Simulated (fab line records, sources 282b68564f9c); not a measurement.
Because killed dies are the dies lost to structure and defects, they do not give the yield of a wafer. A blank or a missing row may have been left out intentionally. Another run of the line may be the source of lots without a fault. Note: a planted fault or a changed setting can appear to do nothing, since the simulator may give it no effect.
Which tool did it? | flow rit-cmos | 14 lots with 42 wafers sampled at 4 steps, on a route of 202 steps

WHAT THE GAUGES SHOWED, per wafer
RIT_PSD_OVL_MEAS_06.
lot  | measured    | on         | PSD_OVL (nm)
L130 | day 3 06:10 | overlay-01 | -1.6 -2.8 -1.1
L131 | day 3 10:49 | overlay-02 | 0.6 -0.9 0.0
L132 | day 3 15:35 | overlay-01 | -0.1 -0.4 -1.7
L134 | day 4 02:16 | overlay-01 | -0.5 -0.4 -1.5
L137 | day 4 17:10 | overlay-01 | 0.3 -1.9 -1.3
L138 | day 4 22:44 | overlay-01 | -3.5 -2.2 -2.4
L139 | day 5 03:43 | overlay-02 | 0.0 -1.6 -0.8
L143 | day 6 00:30 | overlay-02 | -0.9 -0.3 -2.0
L144 | day 6 07:35 | overlay-01 | -2.4 -1.0 -1.5
L145 | day 6 09:38 | overlay-02 | -1.2 -1.6 -0.4
L147 | day 6 18:05 | overlay-01 | 1.1 1.1 -0.3
L149 | day 7 08:57 | overlay-02 | 1.2 1.7 0.9
L151 | day 7 16:25 | overlay-02 | 0.7 -0.5 -0.2
L152 | day 7 21:44 | overlay-02 | 0.0 0.8 -0.2

RIT_PSD_TW_MEAS_10.
lot  | measured    | on            | PSD_TW
L130 | day 3 06:41 | film-metro-01 | 3399 3410 3401
L131 | day 3 11:20 | film-metro-01 | 3386 3394 3403
L132 | day 3 16:05 | film-metro-03 | 3432 3472 3459
L134 | day 4 02:46 | film-metro-03 | 3485 3487 3471
L137 | day 4 17:41 | film-metro-01 | 3413 3398 3412
L138 | day 4 23:15 | film-metro-04 | 3427 3431 3456
L139 | day 5 04:14 | film-metro-03 | 3486 3466 3491
L143 | day 6 01:01 | film-metro-04 | 3445 3454 3448
L144 | day 6 08:08 | film-metro-01 | 3410 3421 3420
L145 | day 6 10:10 | film-metro-03 | 3451 3465 3467
L147 | day 6 18:36 | film-metro-04 | 3449 3448 3456
L149 | day 7 09:28 | film-metro-03 | 3462 3462 3475
L151 | day 7 17:01 | film-metro-01 | 3408 3407 3420
L152 | day 7 22:14 | film-metro-01 | 3421 3416 3416

WHICH TOOL RAN EACH LOT (tool, then ch and the chambers of the sampled wafers, then the start)
lot  | RIT_NRETRO_DEVELOP_05            | RIT_PLDD_STRIP_09
L130 | litho-track-02 ch 0, day 2 10:00 | plasma-asher-01 ch 0,1, day 3 01:01
L131 | litho-track-02 ch 0, day 2 15:00 | plasma-asher-01 ch 0,1, day 3 05:48
L132 | litho-track-02 ch 0, day 2 20:00 | plasma-asher-03 ch 0,1, day 3 10:26
L134 | litho-track-04 ch 0, day 3 07:00 | plasma-asher-01 ch 0,1, day 3 20:53
L137 | litho-track-02 ch 0, day 3 21:00 | plasma-asher-03 ch 0,1, day 4 11:59
L138 | litho-track-04 ch 0, day 4 02:00 | plasma-asher-01 ch 0,1, day 4 15:53
L139 | litho-track-02 ch 0, day 4 06:00 | plasma-asher-03 ch 0,1, day 4 21:31
L143 | litho-track-02, day 5 02:00      | plasma-asher-03 ch 0,1, day 5 18:55
L144 | litho-track-04, day 5 10:00      | plasma-asher-01 ch 0,1, day 6 02:02
L145 | litho-track-03 ch 0, day 5 15:00 | plasma-asher-04 ch 0,1, day 6 04:32
L147 | litho-track-03 ch 0, day 5 22:00 | plasma-asher-04 ch 0,1, day 6 12:56
L149 | litho-track-02 ch 0, day 6 11:00 | plasma-asher-03 ch 0,1, day 7 03:50
L151 | litho-track-04 ch 0, day 6 18:00 | plasma-asher-03 ch 0,1, day 7 11:01
L152 | litho-track-02 ch 0, day 6 23:00 | plasma-asher-03 ch 0,1, day 7 16:41
- RIT_NRETRO_DEVELOP_05: develop time 68 s.
- RIT_PLDD_STRIP_09: strips in O2, time 180 s.

WHAT THE TOOLS THEMSELVES READ (means of the sampled wafers that have a number; where no wafer has one, the mark that the record gives instead)
RIT_NRETRO_DEVELOP_05.
lot  | tool           | chill-plate-temp-C (C) | exhaust-pa (Pa)
L130 | litho-track-02 | 22.90                  | 45.5
L131 | litho-track-02 | 23.04                  | 46.7
L132 | litho-track-02 | 22.99                  | 45.7
L134 | litho-track-04 | 23.06                  | 44.5
L137 | litho-track-02 | 22.94                  | 45.1
L138 | litho-track-04 | 22.99                  | 45.6
L139 | litho-track-02 | 22.99                  | 44.0
L143 | litho-track-02 | -                      | -
L144 | litho-track-04 | -                      | -
L145 | litho-track-03 | 22.96                  | 44.6
L147 | litho-track-03 | 23.15                  | 45.0
L149 | litho-track-02 | 23.06                  | 44.8
L151 | litho-track-04 | 23.17                  | 45.2
L152 | litho-track-02 | 23.07                  | 44.6

RIT_PLDD_STRIP_09.
lot  | tool            | drypump-motor-current-A (A) | rf-refl-power-W (W)
L130 | plasma-asher-01 | 5.2                         | 5.2
L131 | plasma-asher-01 | 5.5                         | 5.0
L132 | plasma-asher-03 | 5.2                         | 5.5
L134 | plasma-asher-01 | 5.5                         | 5.1
L137 | plasma-asher-03 | 5.2                         | 5.4
L138 | plasma-asher-01 | 5.2                         | 5.3
L139 | plasma-asher-03 | 5.6                         | 4.8
L143 | plasma-asher-03 | 5.2                         | 5.3
L144 | plasma-asher-01 | 5.5                         | 5.2
L145 | plasma-asher-04 | 6.3                         | 7.4
L147 | plasma-asher-04 | 6.3                         | 6.1
L149 | plasma-asher-03 | 5.2                         | 5.4
L151 | plasma-asher-03 | 5.2                         | 5.5
L152 | plasma-asher-03 | 5.2                         | 5.5

THE ANSWER, worked out from the rows above alone
Rule: the lots themselves supply what counts as usual. Put in order of their means at a reading, lots are off if they are a third of the lots or fewer, leave a main group of 4 or more, and stand apart from it by a gap of 3 or more times the standard deviation of the main group's means; of several such gaps the widest counts. Not used: any main group whose means are identical at the precision the tables above print for the reading. Also off: a lot with no number at a reading for which 4 or more lots have one. All remaining lots with rows at the step are treated as sound. After the gauges, taken in route order, come the tools' own readings; for these a lot's mean is taken, as printed above. The first step at which some lot is off is used, and at that step the reading that is off furthest; a lot without a number counts as furthest.
Off: L143, L144, at RIT_NRETRO_DEVELOP_05 (chill-plate-temp-C). Without a number there: L143, L144. The main group: mean 23.03 C, standard deviation 0.077.
A tool fits if, at that step or a process step before it, it ran every lot that is off, and no sound lot after the first of them. None of those tried fits.

WHAT THE SIMULATOR HAD INSERTED
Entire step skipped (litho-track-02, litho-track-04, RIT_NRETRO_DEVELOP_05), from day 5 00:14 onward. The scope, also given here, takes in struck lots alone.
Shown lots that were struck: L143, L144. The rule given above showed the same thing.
